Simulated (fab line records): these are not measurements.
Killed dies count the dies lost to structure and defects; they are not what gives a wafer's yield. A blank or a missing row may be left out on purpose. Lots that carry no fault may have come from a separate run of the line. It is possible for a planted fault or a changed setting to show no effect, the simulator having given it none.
fab line records    flow rit_cmos
record lots=6  wafers=18  last_day=7
route steps=202 shown ACTIVE@1 M1@202
lots that met no fault: taken from a fault-free run of the same line
start_h: hours from the record's opening day to when the first of the lot's shown wafers began    wait_h: how many hours have passed since the lot's step before this one    " same as the row above    L1.1+2: a row that stands for several wafers    - no value present, or no start provided    * or withheld: withheld    < > ~ a bound
route shown NAME@n: NAME is a module with steps in the file, n the number in the route of the first one    usual: the fault-free wafers' mean and standard deviation    same: alike in all rows    chamber/n: place in a boat    sites: each site's reading    _std_site: how widely they spread, as a standard deviation    _edge_site: inner sites' mean taken away from outer sites' mean    radius_mm: for every site, how far away it sits from the centre of the wafer    mask NAME#n: copy n    behind: tool/chamber where the wafer was last shaped    hold: cause of the lot's hold/its duration in hours/its outcome    device: whichever transistor did not switch (one of n, p or np)    end of line: tests run on the same wafers once the route is complete    where a step has no rows: the recipe by itself    killed: at the first sort, the dies lost to defects and structure; wafer yield is something else    map: per-die view of a wafer (x killed, . not killed, _ where there is no die)
set.NAME: the setting as run; set.NAME@STEP: as run at that earlier step    model.NAME: the simulator's own value behind a step, which no gauge read
certain route steps with their lots: each step a table, each wafer a row
services: when a tool's chamber went out of use (start_h, in hours from the record's first day, below 0 if earlier), for how many hours, and the reason
## steps
# step RIT_ACTIVE_BOW_MEAS_00
# recipe mode=bow
# usual INCOMING_BOW=1/6
lot.wafer  tool           chamber  start_h  wait_h  INCOMING_BOW[um]
L854.2     film_metro-01  -        40.02    -       -6
L854.3     "              -        "        "       10
L854.4     "              -        "        "       -5
L858.1     film_metro-01  -        60.00    -       1
L858.4     "              -        "        "       -5
L858.5     "              -        "        "       -3
L865.3     film_metro-02  -        95.04    -       10
L865.4     "              -        "        "       -4
L865.6     "              -        "        "       -14
L866.1     film_metro-02  -        100.00   -       -1
L866.3     "              -        "        "       3
L866.4     "              -        "        "       1
L867.1     film_metro-04  -        105.00   -       -1
L867.2     "              -        "        "       7
L867.3     "              -        "        "       -1
L869.2     film_metro-01  -        115.02   -       5
L869.3     "              -        "        "       -4
L869.5     "              -        "        "       -14
# step RIT_ACTIVE_OXIDATION_01
# recipe temp_c=1000  ambient=O2  target_thk_a=468  ox_time_s=3360
# step RIT_ACTIVE_THK_MEAS_02
# recipe reads=SiO2_of_ACTIVE_OXIDATION_01
# usual ACTIVE_OXIDE_THK=46.8/0.83
lot.wafer  tool           chamber  start_h  wait_h  ACTIVE_OXIDE_THK[nm]
L854.2     film_metro-01  -        42.06    0.0     45.6
L854.3     "              -        "        "       44.9
L854.4     "              -        "        "       46.2
L858.1     film_metro-01  -        65.26    0.0     45.3
L858.4     "              -        "        "       45.7
L858.5     "              -        "        "       46.0
L865.3     film_metro-01  -        97.65    0.0     47.7
L865.4     "              -        "        "       46.8
L865.6     "              -        "        "       47.3
L866.1     film_metro-01  -        102.05   0.0     46.2
L866.3     "              -        "        "       46.8
L866.4     "              -        "        "       47.1
L867.1     film_metro-01  -        107.26   0.0     46.3
L867.2     "              -        "        "       45.8
L867.3     "              -        "        "       46.0
L869.2     film_metro-01  -        117.06   0.0     46.7
L869.3     "              -        "        "       46.6
L869.5     "              -        "        "       46.3
# step RIT_ACTIVE_CVD_03
# recipe material=Si3N4  target_thk_nm=150  temp_c=810  precursor=SiH2Cl2/NH3  time_s=1500  pressure_mtorr=300  sih2cl2_flow_sccm=60  nh3_flow_sccm=150
lot.wafer   tool      chamber  start_h  wait_h
L854.2+3+4  lpcvd-01  1        42.11    0.0
L854.2+3+4  lpcvd-01  1        43.70    0.2
L858.1+4+5  lpcvd-02  1        65.32    0.1
L858.1+4+5  lpcvd-01  1        67.19    0.5
L865.3+4+6  lpcvd-02  0        97.69    0.0
L866.1+3+4  lpcvd-01  1        102.77   0.7
L867.1+2+3  lpcvd-02  0        107.32   0.1
L869.2+3+5  lpcvd-02  0        117.11   0.0
# step RIT_ACTIVE_THK_MEAS_04
# recipe reads=Si3N4_of_ACTIVE_CVD_03
# usual ACTIVE_NITRIDE_THK=150.0/1.4
lot.wafer  tool           chamber  start_h  wait_h  ACTIVE_NITRIDE_THK[nm]
L854.2     film_metro-02  -        45.23    0.1     298.5
L854.3     "              -        "        "       299.2
L854.4     "              -        "        "       298.8
L858.1     film_metro-01  -        68.61    0.0     301.7
L858.4     "              -        "        "       301.6
L858.5     "              -        "        "       301.2
L865.3     film_metro-02  -        99.13    0.0     148.7
L865.4     "              -        "        "       149.9
L865.6     "              -        "        "       149.7
L866.1     film_metro-01  -        104.90   0.0     147.8
L866.3     "              -        "        "       148.8
L866.4     "              -        "        "       148.1
L867.1     film_metro-04  -        108.73   0.0     148.4
L867.2     "              -        "        "       147.4
L867.3     "              -        "        "       148.7
L869.2     film_metro-01  -        119.25   0.0     148.5
L869.3     "              -        "        "       148.7
L869.5     "              -        "        "       147.6
# step RIT_ACTIVE_HMDS_05
# recipe prime_time_s=60  prime_temp_c=140
# step RIT_ACTIVE_COAT_06
# recipe resist=NOVOLAK  spin_rpm=3250  resist_thk_nm=1000
# step RIT_ACTIVE_SOFTBAKE_07
# recipe resist=NOVOLAK  temp_c=90  time_s=60
# step RIT_ACTIVE_EXPOSE_08
# recipe mask_id=M1  na=0.6  source_shape=conventional  sigma_outer=0.6  target_cd_nm=1400  dose_mj=225
# step RIT_ACTIVE_PEB_09
# recipe resist=NOVOLAK  temp_c=withheld  time_s=withheld
# step RIT_ACTIVE_DEVELOP_10
# recipe resist=NOVOLAK  develop_time_s=50  dev_temp_c=23
# step RIT_ACTIVE_CD_MEAS_11
# recipe target_cd_nm=1400
# usual cd_nm=1400.7/2.3
lot.wafer  tool       chamber  start_h  wait_h  cd_nm
L854.2     cd_sem-02  -        46.34    -       1403.2
L854.3     "          -        "        "       1401.0
L854.4     "          -        "        "       1403.9
L858.1     cd_sem-02  -        69.60    -       1400.1
L858.4     "          -        "        "       1398.8
L858.5     "          -        "        "       1399.5
L865.3     cd_sem-02  -        100.06   -       1401.5
L865.4     "          -        "        "       1402.2
L865.6     "          -        "        "       1402.0
L866.1     cd_sem-02  -        105.96   -       1398.1
L866.3     "          -        "        "       1399.8
L866.4     "          -        "        "       1399.0
L867.1     cd_sem-02  -        109.64   -       1397.1
L867.2     "          -        "        "       1399.0
L867.3     "          -        "        "       1398.1
L869.2     cd_sem-01  -        120.17   -       1401.6
L869.3     "          -        "        "       1400.8
L869.5     "          -        "        "       1401.6
# step RIT_ACTIVE_HARDBAKE_12
# recipe resist=NOVOLAK  temp_c=140  time_s=60
# step RIT_ACTIVE_ETCH_13
# recipe stop_on=SiO2  chemistry=SF6  target=Si3N4  time_s=210  over_etch_frac=0.4  SF6_flow_sccm=200  pressure_mtorr=260  rf_w=125  target_depth_a=2100
# usual drypump_motor_current_A=5.9/0.46  oes_product_au=0.824/0.013  throttle_valve_pct=7.47/0.12
lot.wafer  tool         chamber  start_h  wait_h  drypump_motor_current_A  oes_product_au  rf_hours_counter_h  throttle_valve_pct  model.etch.depth_nm  model.ACTIVE.feature_depth_nm  model.SiO2_of_ACTIVE_OXIDATION_01.thk_nm
L854.2     rie_diel-04  3        46.76    0.1     5.1                      0.974           48                  7.40                205.5                205.5                          45.64
L854.3     "            1        "        "       6.5                      0.989           158                 7.37                208.9                208.9                          44.88
L854.4     "            2        "        "       5.8                      1.057           114                 7.41                218.3                218.3                          46.2
L858.1     rie_diel-02  2        69.99    0.1     5.5                      0.987           49                  7.54                204.2                204.2                          45.38
L858.4     "            0        "        "       5.7                      1.014           89                  7.38                218.8                218.8                          45.73
L858.5     "            1        "        "       5.7                      1.003           -                   7.60                212.8                212.8                          46.05
L865.3     rie_diel-01  3        100.29   0.1     6.7                      0.824           80                  7.38                148.7                148.7                          47.64
L865.4     "            0        "        "       6.2                      0.816           143                 7.58                149.8                149.8                          46.82
L865.6     "            3        "        "       6.6                      0.833           -                   7.38                149.7                149.7                          47.34
L866.1     rie_diel-01  0        106.23   0.1     6.2                      0.809           143                 7.58                147.8                147.8                          46.17
L866.3     "            1        "        "       6.0                      0.826           147                 7.58                148.8                150.3                          45.31
L866.4     "            2        "        "       6.3                      0.836           157                 7.32                148.1                148.1                          47.05
L867.1     rie_diel-04  3        109.91   0.1     5.2                      0.803           49                  7.40                148.3                148.3                          46.28
L867.2     "            2        "        "       5.7                      0.832           115                 7.39                147.5                150.6                          42.72
L867.3     "            0        "        "       6.0                      0.819           2                   7.73                148.6                148.6                          46.04
L869.2     rie_diel-02  1        120.42   0.1     5.7                      0.816           86                  7.58                148.7                149.9                          45.42
L869.3     "            3        "        "       5.1                      0.816           10                  7.35                148.7                150.7                          44.57
L869.5     "            1        "        "       5.7                      0.812           -                   7.60                147.7                148.9                          45.1
# step RIT_ACTIVE_STRIP_14
# recipe chemistry=O2  time_s=180  resist=NOVOLAK  platen_temp_c=withheld  power_w=500  pressure_mtorr=4000  o2_flow_sccm=4000
# usual drypump_motor_current_A=5.7/0.46
lot.wafer  tool             chamber  start_h  wait_h  drypump_motor_current_A  rf_hours_counter_h
L854.2     plasma_asher-04  1        47.14    0.3     6.0                      40
L854.3     "                1        "        "       6.0                      -
L854.4     "                0        "        "       5.3                      -
L858.1     plasma_asher-02  0        70.13    0.1     6.2                      45
L858.4     "                1        "        "       5.2                      -
L858.5     "                1        "        "       5.3                      -
L865.3     plasma_asher-02  0        100.48   0.1     6.2                      -
L865.4     "                1        "        "       5.2                      -
L865.6     "                1        "        "       5.3                      -
L866.1     plasma_asher-02  1        106.36   0.1     5.3                      49
L866.3     "                0        "        "       6.2                      -
L866.4     "                1        "        "       5.3                      -
L867.1     plasma_asher-01  0        110.05   0.1     6.1                      50
L867.2     "                1        "        "       5.1                      50
L867.3     "                0        "        "       6.2                      -
L869.2     plasma_asher-04  0        120.55   0.1     5.3                      48
L869.3     "                0        "        "       5.3                      -
L869.5     "                1        "        "       6.0                      -
# step RIT_ACTIVE_CD_MEAS_90
# recipe target_cd_nm=1400
# usual cd_nm=1400.7/2.3
lot.wafer  tool       chamber  start_h  wait_h  cd_nm
L854.2     cd_sem-01  -        47.33    0.1     1402.8
L854.3     "          -        "        "       1401.4
L854.4     "          -        "        "       1404.1
L858.1     cd_sem-01  -        70.30    0.1     1400.6
L858.4     "          -        "        "       1398.8
L858.5     "          -        "        "       1399.6
L865.3     cd_sem-01  -        100.64   0.1     1401.7
L865.4     "          -        "        "       1401.9
L865.6     "          -        "        "       1402.2
L866.1     cd_sem-01  -        106.54   0.1     1398.4
L866.3     "          -        "        "       1399.3
L866.4     "          -        "        "       1399.1
L867.1     cd_sem-02  -        110.22   0.1     1397.6
L867.2     "          -        "        "       1398.6
L867.3     "          -        "        "       1398.7
L869.2     cd_sem-02  -        120.75   0.1     1401.4
L869.3     "          -        "        "       1401.0
L869.5     "          -        "        "       1401.8
# step RIT_ACTIVE_CLEAN_15
# recipe chemistry=SC1  mix=3:3:50  time_s=600  temp_c=75
lot.wafer  tool          chamber  start_h  wait_h  model.Si3N4_of_ACTIVE_CVD_03.thk_nm
L854.2     wet_bench-01  0        47.43    0.1     298.3
L854.3     "             0        "        "       298.8
L854.4     "             0        "        "       298.2
L858.1     wet_bench-02  2        70.42    0.1     301.5
L858.4     "             2        "        "       301.2
L858.5     "             2        "        "       300.8
L865.3     wet_bench-01  3        100.72   0.1     148.3
L865.4     "             3        "        "       149.4
L865.6     "             3        "        "       149.3
L866.1     wet_bench-02  0        106.66   0.1     147.4
L866.3     "             0        "        "       148.4
L866.4     "             0        "        "       147.7
L867.1     wet_bench-02  2        110.34   0.1     147.9
L867.2     "             2        "        "       147.1
L867.3     "             2        "        "       148.2
L869.2+3   wet_bench-04  0        120.85   0.1     148.3
L869.5     "             0        "        "       147.3
# step RIT_ACTIVE_CLEAN_16
# recipe chemistry=dHF  dilution=50:1  time_s=30
lot.wafer  tool          chamber  start_h  wait_h  model.Si3N4_of_ACTIVE_CVD_03.thk_nm
L854.2     wet_bench-02  3        47.64    0.0     297.9
L854.3     "             3        "        "       298.4
L854.4     "             3        "        "       297.7
L858.1     wet_bench-04  2        70.63    0.0     301.1
L858.4     "             2        "        "       300.7
L858.5     "             2        "        "       300.4
L865.3     wet_bench-02  1        101.07   0.0     147.9
L865.4     "             1        "        "       149
L865.6     "             1        "        "       148.9
L866.1     wet_bench-04  0        106.83   0.0     146.9
L866.3     "             0        "        "       148
L866.4     "             0        "        "       147.3
L867.1     wet_bench-01  0        110.52   0.0     147.4
L867.2     "             0        "        "       146.7
L867.3     "             0        "        "       147.8
L869.2     wet_bench-02  3        121.04   0.0     147.8
L869.3     "             3        "        "       147.9
L869.5     "             3        "        "       146.9
# step RIT_ACTIVE_CLEAN_17
# recipe chemistry=SC2  mix=3:3:50  time_s=600  temp_c=75  dry=n2_spin
# step RIT_M1_PROBE_99
# usual killed_at_M0_to_M3=0.0/0.18  killed_at_contacts=0.1/0.32  killed_at_front_end=7/3  killed_dies=7/3.1  killed_on_rim=1.9/1.5  killed_open=3.3/1.8  killed_short=3.6/2
# same gross_dies=264  killed_at_M4_up=0  killed_at_back_side=0  killed_at_other=0
lot.wafer  tool       chamber  start_h  wait_h  killed_at_M0_to_M3  killed_at_contacts  killed_at_front_end  killed_dies  killed_on_rim  killed_open  killed_short
L854.2     prober-01  -        95.23    0.1     0                   0                   264                  264          70             2            3
L854.3     prober-01  -        95.28    0.2     0                   0                   264                  264          70             1            0
L854.4     prober-01  -        95.33    0.2     0                   0                   264                  264          70             1            5
L858.1     prober-01  -        120.70   0.1     0                   0                   264                  264          70             1            3
L858.4     prober-01  -        120.85   0.2     0                   0                   264                  264          70             4            4
L858.5     prober-01  -        120.90   0.2     0                   0                   264                  264          70             3            4
L866.1     prober-01  -        152.57   0.1     0                   0                   6                    6            3              1            5
L866.3     prober-01  -        152.67   0.2     0                   0                   6                    6            1              3            3
L866.4     prober-01  -        152.72   0.2     0                   0                   3                    3            1              3            0
L867.1     prober-02  -        154.59   0.1     0                   0                   7                    7            4              1            6
L867.2     prober-02  -        154.64   0.1     0                   0                   5                    5            1              4            1
L867.3     prober-02  -        154.69   0.2     1                   0                   4                    5            0              2            3
# killed by level:class
L854.2 ACTIVE:area_etch=259 SILICIDE:geometric_particle:short=2 GATE:geometric_particle:open=1 GATE:geometric_particle:short=1 REOX:geometric_particle:open=1
L854.3 ACTIVE:area_etch=263 GATE:geometric_particle:open=1
L854.4 ACTIVE:area_etch=258 GATE:geometric_particle:short=4 GATE:geometric_particle:open=1 REOX:geometric_particle:short=1
L858.1 ACTIVE:area_etch=260 FOX1:geometric_particle:open=1 FOX1:geometric_particle:short=1 GATE:geometric_particle:short=1 SPACER:geometric_particle:short=1
L858.4 ACTIVE:area_etch=256 SILICIDE:geometric_particle:open=3 FOX2:geometric_particle:short=1 GATE:geometric_particle:short=1 REOX:geometric_particle:short=1 SPACER:geometric_particle:short=1 STARTING-WAFER:geometric_particle:open=1
L858.5 ACTIVE:area_etch=257 REOX:geometric_particle:short=3 SPACER:geometric_particle:open=3 GATE:geometric_particle:short=1
L866.1 GATE:geometric_particle:short=3 FOX1:geometric_particle:short=1 GATE:geometric_particle:open=1 REOX:geometric_particle:short=1
L866.3 GATE:geometric_particle:open=3 FOX2:geometric_particle:short=1 GATE:geometric_particle:short=1 SILICIDE:geometric_particle:short=1
L866.4 GATE:geometric_particle:open=2 FOX1:geometric_particle:open=1
L867.1 FOX1:geometric_particle:short=3 GATE:geometric_particle:short=2 GATE:geometric_particle:open=1 SILICIDE:geometric_particle:short=1
L867.2 SILICIDE:geometric_particle:open=2 FOX1:geometric_particle:open=1 GATE:geometric_particle:open=1 SILICIDE:geometric_particle:short=1
L867.3 FOX1:geometric_particle:open=2 GATE:geometric_particle:short=2 M1:geometric_particle:short=1
# map L854.2 (x killed, . not)
________xxxxxxx_______
_____xxxxxxxxxxxxx____
____xxxxxxxxxxxxxxx___
___xxxxxxxxxxxxxxxxx__
__xxxxxxxxxxxxxxxxxxx_
__xxxxxxxxxxxxxxxxxxx_
_xxxxxxxxxxxxxxxxxxxxx
_xxxxxxxxxxxxxxxxxxxxx
_xxxxxxxxxxxxxxxxxxxxx
_xxxxxxxxxxxxxxxxxxxxx
__xxxxxxxxxxxxxxxxxxx_
__xxxxxxxxxxxxxxxxxxx_
___xxxxxxxxxxxxxxxxx__
____xxxxxxxxxxxxxxx___
_____xxxxxxxxxxxxx____
________xxxxxxx_______
# map L858.1 (x killed, . not)
________xxxxxxx_______
_____xxxxxxxxxxxxx____
____xxxxxxxxxxxxxxx___
___xxxxxxxxxxxxxxxxx__
__xxxxxxxxxxxxxxxxxxx_
__xxxxxxxxxxxxxxxxxxx_
_xxxxxxxxxxxxxxxxxxxxx
_xxxxxxxxxxxxxxxxxxxxx
_xxxxxxxxxxxxxxxxxxxxx
_xxxxxxxxxxxxxxxxxxxxx
__xxxxxxxxxxxxxxxxxxx_
__xxxxxxxxxxxxxxxxxxx_
___xxxxxxxxxxxxxxxxx__
____xxxxxxxxxxxxxxx___
_____xxxxxxxxxxxxx____
________xxxxxxx_______
## services
tool             chamber  start_h  hours  kind
wet_bench-01     -        20.44    3.0    repair
rie_diel-02      -        26.24    2.8    pm
rie_diel-02      3        34.64    1.4    repair
rie_diel-04      3        64.28    8.8    repair
plasma_asher-04  -        66.74    3.4    repair
rie_diel-04      3        74.23    2.4    repair
rie_diel-02      1        77.01    33.7   repair
lpcvd-01         -        80.88    2.1    repair
rie_diel-04      1        101.29   -      clean
rie_diel-04      1        101.29   23.8   scheduled_down
rie_diel-04      1        101.29   23.8   vent_cycle
rie_diel-02      0        105.67   10.8   repair
plasma_asher-02  -        108.75   9.0    pm
plasma_asher-02  0        108.75   9.0    vent_cycle
plasma_asher-02  1        108.75   9.0    vent_cycle
rie_diel-04      -        111.26   14.6   pm
wet_bench-04     -        112.44   2.1    repair
rie_diel-01      2        117.40   -      clean
rie_diel-01      2        117.40   20.2   scheduled_down
rie_diel-01      2        117.40   20.2   vent_cycle
plasma_asher-02  0        117.75   -      clean
plasma_asher-02  1        117.75   -      clean
## key
first_sign step=RIT_ACTIVE_CVD_03  reading=visit  direction=added
effect step=RIT_ACTIVE_THK_MEAS_04  reading=ACTIVE_NITRIDE_THK  direction=up  sigmas=99+  usual=150.0  struck=300.2
effect step=RIT_ACTIVE_ETCH_13  reading=oes_product_au  direction=up  sigmas=14  usual=0.824  struck=1.004
effect step=RIT_M1_PROBE_99  reading=killed_at_front_end  direction=up  sigmas=84  usual=7  struck=264
model_effect step=RIT_ACTIVE_ETCH_13  value=etch.depth_nm  without=150.2  struck=211.4
model_effect step=RIT_ACTIVE_CLEAN_15  value=Si3N4_of_ACTIVE_CVD_03.thk_nm  without=149.8  struck=299.8
model_effect step=RIT_ACTIVE_CLEAN_16  value=Si3N4_of_ACTIVE_CVD_03.thk_nm  without=149.4  struck=299.4
more_kills_born_at RIT_ACTIVE_ETCH_13@rie_diel-04=780  RIT_ACTIVE_ETCH_13@rie_diel-02=773
met_at RIT_ACTIVE_CVD_03
struck_wafers L854.2,L854.3,L854.4,L858.1,L858.4,L858.5
later_rows_left_out L854.2,L854.3,L854.4,L858.1,L858.4,L858.5
tester_left_out L854,L858
fault kind=repeated_step_whole  tool=lpcvd-01,lpcvd-02  chamber=-  onset_h=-  steps=RIT_ACTIVE_CVD_03  times=1  scope=struck_lots_only
# tester_left_out: of these lots the tester's yield and bins aren't shown, on N5 and GAA mostly nor the transistor test; their killed dies are dies lost to structure and defects alone, not to doping, threshold or leakage, so they don't give the yield
# later_rows_left_out: the simulator's readings of these wafers behind a module that went badly wrong aren't trusted and aren't shown, but for the sort
